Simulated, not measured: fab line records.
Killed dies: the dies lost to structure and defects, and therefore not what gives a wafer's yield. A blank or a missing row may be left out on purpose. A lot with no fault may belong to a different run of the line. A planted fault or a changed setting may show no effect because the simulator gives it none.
fab line records || flow berkeleyCmos170 || part 2 of 2: steps 31 to 41 of 41
record: {"lots": 5, "wafers": 15, "lastDay": 13}
route steps=331 shown ZERO@8 NWELL@14 PWELL@34
lots with no fault: from the same line, run without faults
startH: start of the lot's first displayed wafer, in hours after the record's first day || waitH: how many hours have passed since the lot's step before this one || " the same as in the row above || L1.1+2: a row that stands for several wafers || - no value present, or no start provided || * or withheld: withheld || < > ~ a bound
route shown NAME@n: a module of which the file shows steps, and the number in the route of the first || usual: mean/standard deviation taken from wafers without a fault || same: alike in all rows || chamber/n: place in a boat || sites: the reading at each site || _std_site: their standard deviation || _edge_site: the outer-site mean with the inner-site mean subtracted || radiusMm: how far each site lies from the wafer's centre || mask NAME#n: copy n || behind: the last tool/chamber to shape the wafer || hold: cause of the lot's hold/its duration in hours/its outcome || device: the transistor (n, p or np) that didn't switch || end of line: tests run on the same wafers once the route is complete || a step given without rows: its recipe and nothing more || killed: dies lost to structure and defects at the first sort, not the wafer's yield || map: per-die view of a wafer (x killed, . not killed, _ where there is no die)
set.NAME: the setting the step ran with; set.NAME@STEP: the setting that earlier step ran with || model.NAME: the simulator's own value behind a step, which no gauge read
lots at selected steps of the route; one table per step, one row per wafer
services: when a tool's chamber went out of use (startH, in hours from the record's first day, below 0 if earlier), for how many hours, and the reason
== steps ==
step: UCB170_PWELL_ANNEAL_04
recipe: {"tempC": 1000, "timeS": 900, "ambient": "N2"}
usual: {"tube_center_temp_C_max": "1002.5/0.4"}
{"lot.wafer": "L079.1", "tool": "furnace-02", "chamber": 0, "startH": 85.31, "waitH": 4.5, "tube_center_temp_C_max": 1002.4}
{"lot.wafer": "L079.4", "tool": "furnace-02", "chamber": 0, "startH": 85.31, "waitH": 4.5, "tube_center_temp_C_max": 1002.4}
{"lot.wafer": "L079.6", "tool": "furnace-02", "chamber": 0, "startH": 85.31, "waitH": 4.5, "tube_center_temp_C_max": 1001.9}
{"lot.wafer": "L089.1", "tool": "furnace-02", "chamber": 0, "startH": 128.48, "waitH": 5.2, "tube_center_temp_C_max": 1002.3}
{"lot.wafer": "L089.2", "tool": "furnace-02", "chamber": 0, "startH": 128.48, "waitH": 5.2, "tube_center_temp_C_max": 1003.2}
{"lot.wafer": "L089.6", "tool": "furnace-02", "chamber": 0, "startH": 128.48, "waitH": 5.2, "tube_center_temp_C_max": 1002.5}
{"lot.wafer": "L095.4", "tool": "furnace-01", "chamber": 0, "startH": 154.37, "waitH": 2.6, "tube_center_temp_C_max": 1002.6}
{"lot.wafer": "L095.5", "tool": "furnace-01", "chamber": 0, "startH": 154.37, "waitH": 2.6, "tube_center_temp_C_max": 1003.1}
{"lot.wafer": "L095.6", "tool": "furnace-01", "chamber": 0, "startH": 154.37, "waitH": 2.6, "tube_center_temp_C_max": 1002.6}
{"lot.wafer": "L096.2", "tool": "furnace-04", "chamber": 0, "startH": 163.00, "waitH": 2.4, "tube_center_temp_C_max": 1002.2}
{"lot.wafer": "L096.3", "tool": "furnace-04", "chamber": 0, "startH": 163.00, "waitH": 2.4, "tube_center_temp_C_max": 1002.5}
{"lot.wafer": "L096.6", "tool": "furnace-04", "chamber": 0, "startH": 163.00, "waitH": 2.4, "tube_center_temp_C_max": 1002.5}
{"lot.wafer": "L097.3", "tool": "furnace-04", "chamber": 0, "startH": 163.00, "waitH": 2.4, "tube_center_temp_C_max": 1003.0}
{"lot.wafer": "L097.4", "tool": "furnace-04", "chamber": 0, "startH": 163.00, "waitH": 2.4, "tube_center_temp_C_max": 1002.7}
{"lot.wafer": "L097.5", "tool": "furnace-04", "chamber": 0, "startH": 163.00, "waitH": 2.4, "tube_center_temp_C_max": 1003.0}
step: UCB170_PWELL_CVD_05
recipe: {"material": "Si3N4", "targetThkNm": 220, "tempC": 800, "precursor": "SiH2Cl2/NH3", "timeS": 3300, "pressureMtorr": 200, "sih2cl2FlowSccm": 24.68, "nh3FlowSccm": 75}
{"lot.wafer": "L079.1+4+6", "tool": "lpcvd-01", "chamber": 0, "startH": 86.56, "waitH": 0.0}
{"lot.wafer": "L089.1+2+6", "tool": "lpcvd-02", "chamber": 0, "startH": 129.88, "waitH": 0.1}
{"lot.wafer": "L095.4+5+6", "tool": "lpcvd-01", "chamber": 1, "startH": 155.62, "waitH": 0.0}
{"lot.wafer": "L096.2+3+6", "tool": "lpcvd-01", "chamber": 1, "startH": 164.25, "waitH": 0.0}
{"lot.wafer": "L097.3+4+5", "tool": "lpcvd-01", "chamber": 0, "startH": 164.25, "waitH": 0.0}
step: UCB170_PWELL_THK_MEAS_06
recipe: {"reads": "Si3N4_of_PWELL_CVD_05"}
usual: {"PWELL_NITRIDE_THK": "218.9/1.8"}
{"lot.wafer": "L079.1", "tool": "filmMetro-03", "chamber": "-", "startH": 88.53, "waitH": 0.1, "PWELL_NITRIDE_THK[nm]": 219.3}
{"lot.wafer": "L079.4", "tool": "filmMetro-03", "chamber": "-", "startH": 88.53, "waitH": 0.1, "PWELL_NITRIDE_THK[nm]": 219.8}
{"lot.wafer": "L079.6", "tool": "filmMetro-03", "chamber": "-", "startH": 88.53, "waitH": 0.1, "PWELL_NITRIDE_THK[nm]": 219.5}
{"lot.wafer": "L089.1", "tool": "filmMetro-01", "chamber": "-", "startH": 131.80, "waitH": 0.0, "PWELL_NITRIDE_THK[nm]": 220.6}
{"lot.wafer": "L089.2", "tool": "filmMetro-01", "chamber": "-", "startH": 131.80, "waitH": 0.0, "PWELL_NITRIDE_THK[nm]": 219.1}
{"lot.wafer": "L089.6", "tool": "filmMetro-01", "chamber": "-", "startH": 131.80, "waitH": 0.0, "PWELL_NITRIDE_THK[nm]": 218.7}
{"lot.wafer": "L095.4", "tool": "filmMetro-04", "chamber": "-", "startH": 157.68, "waitH": 0.1, "PWELL_NITRIDE_THK[nm]": 219.6}
{"lot.wafer": "L095.5", "tool": "filmMetro-04", "chamber": "-", "startH": 157.68, "waitH": 0.1, "PWELL_NITRIDE_THK[nm]": 221.5}
{"lot.wafer": "L095.6", "tool": "filmMetro-04", "chamber": "-", "startH": 157.68, "waitH": 0.1, "PWELL_NITRIDE_THK[nm]": 219.7}
{"lot.wafer": "L096.2", "tool": "filmMetro-01", "chamber": "-", "startH": 166.17, "waitH": 0.0, "PWELL_NITRIDE_THK[nm]": 220.2}
{"lot.wafer": "L096.3", "tool": "filmMetro-01", "chamber": "-", "startH": 166.17, "waitH": 0.0, "PWELL_NITRIDE_THK[nm]": 220.0}
{"lot.wafer": "L096.6", "tool": "filmMetro-01", "chamber": "-", "startH": 166.17, "waitH": 0.0, "PWELL_NITRIDE_THK[nm]": 219.4}
{"lot.wafer": "L097.3", "tool": "filmMetro-04", "chamber": "-", "startH": 166.18, "waitH": 0.0, "PWELL_NITRIDE_THK[nm]": 221.2}
{"lot.wafer": "L097.4", "tool": "filmMetro-04", "chamber": "-", "startH": 166.18, "waitH": 0.0, "PWELL_NITRIDE_THK[nm]": 220.3}
{"lot.wafer": "L097.5", "tool": "filmMetro-04", "chamber": "-", "startH": 166.18, "waitH": 0.0, "PWELL_NITRIDE_THK[nm]": 219.1}
step: UCB170_PWELL_HMDS_07
recipe: {"primeTimeS": 60, "primeTempC": 100}
{"lot.wafer": "L079.1+4+6", "tool": "lithoTrack-02", "chamber": 0, "startH": 88.98, "waitH": 0.4}
{"lot.wafer": "L089.1+2+6", "tool": "lithoTrack-02", "chamber": 0, "startH": 131.90, "waitH": 0.1}
{"lot.wafer": "L095.4+5+6", "tool": "lithoTrack-02", "chamber": 0, "startH": 158.33, "waitH": 0.6}
{"lot.wafer": "L096.2+3+6", "tool": "lithoTrack-01", "chamber": 0, "startH": 166.73, "waitH": 0.6}
{"lot.wafer": "L097.3+4+5", "tool": "lithoTrack-03", "chamber": 0, "startH": 166.76, "waitH": 0.6}
step: UCB170_PWELL_COAT_08
recipe: {"resist": "KrF", "spinRpm": 1500, "resistThkNm": 900}
usual: {"dispensePressureKPa": "46/3.7"}
{"lot.wafer": "L079.1", "tool": "lithoTrack-02", "chamber": 0, "startH": 89.13, "waitH": 0.1, "dispensePressureKPa": 50}
{"lot.wafer": "L079.4", "tool": "lithoTrack-02", "chamber": 0, "startH": 89.13, "waitH": 0.1, "dispensePressureKPa": 50}
{"lot.wafer": "L079.6", "tool": "lithoTrack-02", "chamber": 0, "startH": 89.13, "waitH": 0.1, "dispensePressureKPa": 50}
{"lot.wafer": "L089.1", "tool": "lithoTrack-02", "chamber": 0, "startH": 132.05, "waitH": 0.1, "dispensePressureKPa": 50}
{"lot.wafer": "L089.2", "tool": "lithoTrack-02", "chamber": 0, "startH": 132.05, "waitH": 0.1, "dispensePressureKPa": 50}
{"lot.wafer": "L089.6", "tool": "lithoTrack-02", "chamber": 0, "startH": 132.05, "waitH": 0.1, "dispensePressureKPa": 50}
{"lot.wafer": "L095.4", "tool": "lithoTrack-02", "chamber": 0, "startH": 158.48, "waitH": 0.1, "dispensePressureKPa": 50}
{"lot.wafer": "L095.5", "tool": "lithoTrack-02", "chamber": 0, "startH": 158.48, "waitH": 0.1, "dispensePressureKPa": 50}
{"lot.wafer": "L095.6", "tool": "lithoTrack-02", "chamber": 0, "startH": 158.48, "waitH": 0.1, "dispensePressureKPa": 50}
{"lot.wafer": "L096.2", "tool": "lithoTrack-01", "chamber": 0, "startH": 166.88, "waitH": 0.1, "dispensePressureKPa": 44}
{"lot.wafer": "L096.3", "tool": "lithoTrack-01", "chamber": 0, "startH": 166.88, "waitH": 0.1, "dispensePressureKPa": 44}
{"lot.wafer": "L096.6", "tool": "lithoTrack-01", "chamber": 0, "startH": 166.88, "waitH": 0.1, "dispensePressureKPa": 44}
{"lot.wafer": "L097.3", "tool": "lithoTrack-03", "chamber": 0, "startH": 166.91, "waitH": 0.1, "dispensePressureKPa": 42}
{"lot.wafer": "L097.4", "tool": "lithoTrack-03", "chamber": 0, "startH": 166.91, "waitH": 0.1, "dispensePressureKPa": 42}
{"lot.wafer": "L097.5", "tool": "lithoTrack-03", "chamber": 0, "startH": 166.91, "waitH": 0.1, "dispensePressureKPa": 42}
step: UCB170_PWELL_SOFTBAKE_09
recipe: {"resist": "KrF", "tempC": 130, "timeS": 60}
{"lot.wafer": "L079.1+4+6", "tool": "lithoTrack-02", "chamber": 0, "startH": 89.28, "waitH": 0.1}
{"lot.wafer": "L089.1+2+6", "tool": "lithoTrack-02", "chamber": 0, "startH": 132.20, "waitH": 0.1}
{"lot.wafer": "L095.4+5+6", "tool": "lithoTrack-02", "chamber": 0, "startH": 158.63, "waitH": 0.1}
{"lot.wafer": "L096.2+3+6", "tool": "lithoTrack-01", "chamber": 0, "startH": 167.03, "waitH": 0.1}
{"lot.wafer": "L097.3+4+5", "tool": "lithoTrack-03", "chamber": 0, "startH": 167.06, "waitH": 0.1}
step: UCB170_PWELL_EXPOSE_10
recipe: {"maskId": "PWELL", "targetCdNm": 3000, "na": 0.5, "sigmaOuter": 0.6, "sourceShape": "conventional", "doseMj": 19}
{"lot.wafer": "L079.1+4+6", "tool": "krfScanner-02", "chamber": 0, "startH": 89.69, "waitH": 0.4, "mask": "PWELL#0"}
{"lot.wafer": "L089.1+2+6", "tool": "krfScanner-01", "chamber": 0, "startH": 132.67, "waitH": 0.4, "mask": "PWELL#0"}
{"lot.wafer": "L095.4+5+6", "tool": "krfScanner-01", "chamber": 0, "startH": 158.89, "waitH": 0.2, "mask": "PWELL#0"}
{"lot.wafer": "L097.3+4+5", "tool": "krfScanner-01", "chamber": 0, "startH": 167.20, "waitH": 0.1, "mask": "PWELL#0"}
{"lot.wafer": "L096.2+3+6", "tool": "krfScanner-02", "chamber": 0, "startH": 167.42, "waitH": 0.4, "mask": "PWELL#0"}
step: UCB170_PWELL_PEB_11
recipe: {"pebTempC": 130, "pebTimeS": "withheld", "resist": "KrF"}
{"lot.wafer": "L079.1+4+6", "tool": "lithoTrack-02", "chamber": 0, "startH": 90.16, "waitH": 0.5}
{"lot.wafer": "L089.1+2+6", "tool": "lithoTrack-03", "chamber": 0, "startH": 132.84, "waitH": 0.2}
{"lot.wafer": "L095.4+5+6", "tool": "lithoTrack-02", "chamber": 0, "startH": 159.06, "waitH": 0.1}
{"lot.wafer": "L097.3+4+5", "tool": "lithoTrack-02", "chamber": 0, "startH": 167.33, "waitH": 0.1}
{"lot.wafer": "L096.2+3+6", "tool": "lithoTrack-03", "chamber": 0, "startH": 167.54, "waitH": 0.1}
step: UCB170_PWELL_DEVELOP_12
recipe: {"developer": "TMAH", "developTimeS": 45, "resist": "KrF", "devTempC": 21}
usual: {"developerTempC": "21.02/0.099"}
{"lot.wafer": "L079.1", "tool": "lithoTrack-02", "chamber": 0, "startH": "-", "waitH": "-", "developerTempC": 21.15}
{"lot.wafer": "L079.4", "tool": "lithoTrack-02", "chamber": 0, "startH": "-", "waitH": "-", "developerTempC": 20.90}
{"lot.wafer": "L079.6", "tool": "lithoTrack-02", "chamber": 0, "startH": "-", "waitH": "-", "developerTempC": 21.21}
{"lot.wafer": "L089.1", "tool": "lithoTrack-03", "chamber": 0, "startH": "-", "waitH": "-", "developerTempC": 21.01}
{"lot.wafer": "L089.2", "tool": "lithoTrack-03", "chamber": 0, "startH": "-", "waitH": "-", "developerTempC": 21.16}
{"lot.wafer": "L089.6", "tool": "lithoTrack-03", "chamber": 0, "startH": "-", "waitH": "-", "developerTempC": 20.95}
{"lot.wafer": "L095.4", "tool": "lithoTrack-02", "chamber": 0, "startH": "-", "waitH": "-", "developerTempC": 20.98}
{"lot.wafer": "L095.5", "tool": "lithoTrack-02", "chamber": 0, "startH": "-", "waitH": "-", "developerTempC": 20.86}
{"lot.wafer": "L095.6", "tool": "lithoTrack-02", "chamber": 0, "startH": "-", "waitH": "-", "developerTempC": 20.95}
{"lot.wafer": "L097.3", "tool": "lithoTrack-02", "chamber": 0, "startH": "-", "waitH": "-", "developerTempC": 21.17}
{"lot.wafer": "L097.4", "tool": "lithoTrack-02", "chamber": 0, "startH": "-", "waitH": "-", "developerTempC": 21.13}
{"lot.wafer": "L097.5", "tool": "lithoTrack-02", "chamber": 0, "startH": "-", "waitH": "-", "developerTempC": 20.96}
{"lot.wafer": "L096.2", "tool": "lithoTrack-03", "chamber": 0, "startH": "-", "waitH": "-", "developerTempC": 21.11}
{"lot.wafer": "L096.3", "tool": "lithoTrack-03", "chamber": 0, "startH": "-", "waitH": "-", "developerTempC": 20.94}
{"lot.wafer": "L096.6", "tool": "lithoTrack-03", "chamber": 0, "startH": "-", "waitH": "-", "developerTempC": 21.09}
step: UCB170_PWELL_OVL_MEAS_13
usual: {"PWELL_OVL": "0/5.9"}
{"lot.wafer": "L079.1", "tool": "overlay-02", "chamber": "-", "startH": 90.43, "waitH": "-", "PWELL_OVL[nm]": -6}
{"lot.wafer": "L079.4", "tool": "overlay-02", "chamber": "-", "startH": 90.43, "waitH": "-", "PWELL_OVL[nm]": -7}
{"lot.wafer": "L079.6", "tool": "overlay-02", "chamber": "-", "startH": 90.43, "waitH": "-", "PWELL_OVL[nm]": -5}
{"lot.wafer": "L089.1", "tool": "overlay-01", "chamber": "-", "startH": 133.12, "waitH": "-", "PWELL_OVL[nm]": 10}
{"lot.wafer": "L089.2", "tool": "overlay-01", "chamber": "-", "startH": 133.12, "waitH": "-", "PWELL_OVL[nm]": 7}
{"lot.wafer": "L089.6", "tool": "overlay-01", "chamber": "-", "startH": 133.12, "waitH": "-", "PWELL_OVL[nm]": 7}
{"lot.wafer": "L095.4", "tool": "overlay-01", "chamber": "-", "startH": 159.28, "waitH": "-", "PWELL_OVL[nm]": -7}
{"lot.wafer": "L095.5", "tool": "overlay-01", "chamber": "-", "startH": 159.28, "waitH": "-", "PWELL_OVL[nm]": -8}
{"lot.wafer": "L095.6", "tool": "overlay-01", "chamber": "-", "startH": 159.28, "waitH": "-", "PWELL_OVL[nm]": -2}
{"lot.wafer": "L097.3", "tool": "overlay-02", "chamber": "-", "startH": 167.56, "waitH": "-", "PWELL_OVL[nm]": 12}
{"lot.wafer": "L097.4", "tool": "overlay-02", "chamber": "-", "startH": 167.56, "waitH": "-", "PWELL_OVL[nm]": 7}
{"lot.wafer": "L097.5", "tool": "overlay-02", "chamber": "-", "startH": 167.56, "waitH": "-", "PWELL_OVL[nm]": 8}
{"lot.wafer": "L096.2", "tool": "overlay-01", "chamber": "-", "startH": 167.80, "waitH": "-", "PWELL_OVL[nm]": 3}
{"lot.wafer": "L096.3", "tool": "overlay-01", "chamber": "-", "startH": 167.80, "waitH": "-", "PWELL_OVL[nm]": 3}
{"lot.wafer": "L096.6", "tool": "overlay-01", "chamber": "-", "startH": 167.80, "waitH": "-", "PWELL_OVL[nm]": -2}
step: UCB170_PWELL_ETCH_14
recipe: {"chemistry": "CH3F/Ar/O2", "target": "Si3N4", "stopOn": "SiO2", "CH3F_flow_sccm": 20, "Ar_flow_sccm": 50, "O2_flow_sccm": 7, "pressureMtorr": 50, "rfW": 450, "targetDepthA": 2420, "overEtchFrac": 0.1, "timeS": 151}
usual: {"drypumpMotorCurrentA": "5.6/0.55", "oesProductAu": "0.939/0.014", "throttleValvePct": "8.07/0.11"}
{"lot.wafer": "L079.1", "tool": "rieDiel-04", "chamber": 1, "startH": 90.47, "waitH": 0.0, "drypumpMotorCurrentA": 5.6, "oesProductAu": 0.940, "rfHoursCounterH": 155, "throttleValvePct": 8.07}
{"lot.wafer": "L079.4", "tool": "rieDiel-04", "chamber": 2, "startH": 90.47, "waitH": 0.0, "drypumpMotorCurrentA": 5.7, "oesProductAu": 0.937, "rfHoursCounterH": 12, "throttleValvePct": 8.17}
{"lot.wafer": "L079.6", "tool": "rieDiel-04", "chamber": 1, "startH": 90.47, "waitH": 0.0, "drypumpMotorCurrentA": 5.6, "oesProductAu": 0.943, "rfHoursCounterH": "-", "throttleValvePct": 8.07}
{"lot.wafer": "L089.1", "tool": "rieDiel-04", "chamber": 3, "startH": 133.16, "waitH": 0.0, "drypumpMotorCurrentA": 4.8, "oesProductAu": 0.939, "rfHoursCounterH": 63, "throttleValvePct": 8.24}
{"lot.wafer": "L089.2", "tool": "rieDiel-04", "chamber": 1, "startH": 133.16, "waitH": 0.0, "drypumpMotorCurrentA": 5.6, "oesProductAu": 0.945, "rfHoursCounterH": 158, "throttleValvePct": 8.09}
{"lot.wafer": "L089.6", "tool": "rieDiel-04", "chamber": 2, "startH": 133.16, "waitH": 0.0, "drypumpMotorCurrentA": 5.7, "oesProductAu": 0.938, "rfHoursCounterH": "-", "throttleValvePct": 8.16}
{"lot.wafer": "L095.4", "tool": "rieDiel-03", "chamber": 2, "startH": 159.30, "waitH": 0.0, "drypumpMotorCurrentA": 6.3, "oesProductAu": 0.955, "rfHoursCounterH": 19, "throttleValvePct": 8.01}
{"lot.wafer": "L095.5", "tool": "rieDiel-03", "chamber": 3, "startH": 159.30, "waitH": 0.0, "drypumpMotorCurrentA": 5.0, "oesProductAu": 0.918, "rfHoursCounterH": "-", "throttleValvePct": 8.13}
{"lot.wafer": "L095.6", "tool": "rieDiel-03", "chamber": 2, "startH": 159.30, "waitH": 0.0, "drypumpMotorCurrentA": 6.3, "oesProductAu": 0.947, "rfHoursCounterH": "-", "throttleValvePct": 7.99}
{"lot.wafer": "L097.3", "tool": "rieDiel-03", "chamber": 2, "startH": 167.59, "waitH": 0.0, "drypumpMotorCurrentA": 6.3, "oesProductAu": 0.957, "rfHoursCounterH": 19, "throttleValvePct": 8.01}
{"lot.wafer": "L097.4", "tool": "rieDiel-03", "chamber": 1, "startH": 167.59, "waitH": 0.0, "drypumpMotorCurrentA": 6.6, "oesProductAu": 0.953, "rfHoursCounterH": 105, "throttleValvePct": 8.20}
{"lot.wafer": "L097.5", "tool": "rieDiel-03", "chamber": 3, "startH": 167.59, "waitH": 0.0, "drypumpMotorCurrentA": 5.0, "oesProductAu": 0.912, "rfHoursCounterH": "-", "throttleValvePct": 8.14}
{"lot.wafer": "L096.2", "tool": "rieDiel-04", "chamber": 3, "startH": 167.83, "waitH": 0.0, "drypumpMotorCurrentA": 4.8, "oesProductAu": 0.944, "rfHoursCounterH": 65, "throttleValvePct": 8.24}
{"lot.wafer": "L096.3", "tool": "rieDiel-04", "chamber": 1, "startH": 167.83, "waitH": 0.0, "drypumpMotorCurrentA": 5.6, "oesProductAu": 0.956, "rfHoursCounterH": 159, "throttleValvePct": 8.08}
{"lot.wafer": "L096.6", "tool": "rieDiel-04", "chamber": 3, "startH": 167.83, "waitH": 0.0, "drypumpMotorCurrentA": 4.8, "oesProductAu": 0.931, "rfHoursCounterH": "-", "throttleValvePct": 8.24}
== services ==
{"tool": "rieDiel-04", "chamber": 1, "startH": 23.52, "hours": 2.6, "kind": "repair"}
{"tool": "krfScanner-02", "chamber": "-", "startH": 25.54, "hours": 2.1, "kind": "repair"}
{"tool": "rieDiel-04", "chamber": 2, "startH": 30.59, "hours": 1.9, "kind": "repair"}
{"tool": "rieDiel-03", "chamber": 1, "startH": 36.24, "hours": 13.3, "kind": "repair"}
{"tool": "rieDiel-04", "chamber": 2, "startH": 41.97, "hours": 4.2, "kind": "repair"}
{"tool": "furnace-01", "chamber": "-", "startH": 51.73, "hours": 4.4, "kind": "pm"}
{"tool": "krfScanner-01", "chamber": "-", "startH": 54.78, "hours": 3.6, "kind": "pm"}
{"tool": "rieDiel-03", "chamber": "-", "startH": 59.28, "hours": 1.0, "kind": "repair"}
{"tool": "rieDiel-04", "chamber": "-", "startH": 60.26, "hours": 0.1, "kind": "repair"}
{"tool": "implanter-04", "chamber": "-", "startH": 65.68, "hours": 2.6, "kind": "repair"}
{"tool": "krfScanner-01", "chamber": "-", "startH": 69.98, "hours": 8.8, "kind": "repair"}
{"tool": "krfScanner-02", "chamber": "-", "startH": 90.63, "hours": 1.3, "kind": "pm"}
{"tool": "krfScanner-01", "chamber": "-", "startH": 92.03, "hours": 4.4, "kind": "pm"}
{"tool": "krfScanner-02", "chamber": "-", "startH": 99.43, "hours": 4.0, "kind": "pm"}
{"tool": "krfScanner-01", "chamber": "-", "startH": 108.66, "hours": 1.3, "kind": "pm"}
{"tool": "furnace-04", "chamber": "-", "startH": 109.94, "hours": 4.4, "kind": "pm"}
{"tool": "krfScanner-02", "chamber": "-", "startH": 113.23, "hours": 1.0, "kind": "pm"}
{"tool": "furnace-02", "chamber": "-", "startH": 113.46, "hours": 3.9, "kind": "pm"}
{"tool": "krfScanner-01", "chamber": "-", "startH": 121.23, "hours": 1.0, "kind": "pm"}
{"tool": "furnace-02", "chamber": "-", "startH": 135.31, "hours": 3.8, "kind": "pm"}
{"tool": "krfScanner-01", "chamber": "-", "startH": 143.37, "hours": 0.8, "kind": "pm"}
{"tool": "rieDiel-03", "chamber": 3, "startH": 145.85, "hours": 5.5, "kind": "repair"}
{"tool": "krfScanner-02", "chamber": "-", "startH": 149.52, "hours": 0.8, "kind": "pm"}
{"tool": "furnace-01", "chamber": "-", "startH": 167.07, "hours": 4.0, "kind": "pm"}
